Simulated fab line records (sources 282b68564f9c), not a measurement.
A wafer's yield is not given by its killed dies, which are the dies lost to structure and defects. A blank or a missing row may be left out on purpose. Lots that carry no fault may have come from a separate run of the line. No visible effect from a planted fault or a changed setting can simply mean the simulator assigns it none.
Problem report, 8D (eight disciplines) form, completed by code | flow rit-cmos | the parts of the form that need people (team, actions taken, sign-off) are left out

## 1. THE ISSUE
At RIT_M1_PROBE_99, killed-at-front-end averages 35.5 over 6 wafers from 2 lots, while fault-free wafers read 7.1, standard deviation 2.7. Relative to the usual mean, that is a shift of +11 standard deviations.
Seen first at day 7 01:07 on prober-01, wafer L542.2. Wafers with a number at this step in the record: 42, from 14 lots. Rule for "out" (also "out of limits"): further than 4 standard deviations from the usual mean. The rest of the wafers with a number are treated as sound.

## 2. WHAT IT IS; WHAT IT IS NOT
question                    | is                               | is not
which readings at this step | killed-at-front-end, killed-dies | killed_at_M0_to_M3, killed-open, killed-short
which lots                  | L542, L543                       | L525, L526, L528, L529, L530, L531, L532, L533, L534, L537, L545, L547
which wafers of those lots  | all that have a number           | -
read on which tools         | prober-01, prober-02             | -
when                        | from day 7 01:07                 | up to then (30 sound wafers); but 6 sound wafers of L545, L547 came after

## 3. SUSPECTS, AND WHAT RULES EACH OUT
Counting: a tool at any process step up to the reading remains a suspect when it ran all the lots that are out and ran no sound lot after the first of those.
- rie-diel-03 at RIT_SPACER_ETCHBACK_05 (etches Si3N4 in SF6/CHF3, stops on SiO2, target depth 250 nm, time 240 s): kept. It processed each lot that is out, first L542 at day 6 13:41, and no sound lot thereafter; up to then, the last sound lot it processed was L531 at day 4 08:43.
Remaining after the count: rie-diel-03 at RIT_SPACER_ETCHBACK_05.

## 4. THE CAUSE (what the simulator had put in)
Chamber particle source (rie-diel-03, RIT_SPACER_ETCHBACK_05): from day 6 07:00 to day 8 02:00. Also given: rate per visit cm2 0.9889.
Only this tool survived the counting.

## 5. THE CHAIN OF EFFECTS, in route order
One row per reading whose mean, taken over the struck wafers that have a number, lies over 3 standard deviations from the usual. Scope: only readings with a usual standard deviation given in the record; hours: median across lots of the time from each lot's start at the first step in this table that gives one to its start at this step; sigmas: change in usual standard deviations.
hours | step            | reading             | usual | on struck wafers | change | sigmas
0     | RIT_M1_PROBE_99 | killed-at-front-end | 7.1   | 35.5             | +28.4  | +11
0     | RIT_M1_PROBE_99 | killed-dies         | 7.2   | 35.5             | +28.3  | +10
Here are the process steps it includes:
- RIT_M1_PROBE_99

## 6. HOW IT WOULD HAVE BEEN CAUGHT EARLIER
The fault began at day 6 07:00; the first out-of-limits reading in this record came at day 7 01:07, 18 hours later.
Tool readings at RIT_SPACER_ETCHBACK_05 with a usual standard deviation given in the record: none out on any struck wafer, hence no alarm at a limit of 4 standard deviations on them.
All the lots that are out (2) had begun RIT_SPACER_ETCHBACK_05 on rie-diel-03 by day 7 01:07. Tool hold at that time: it would have spared none of them.
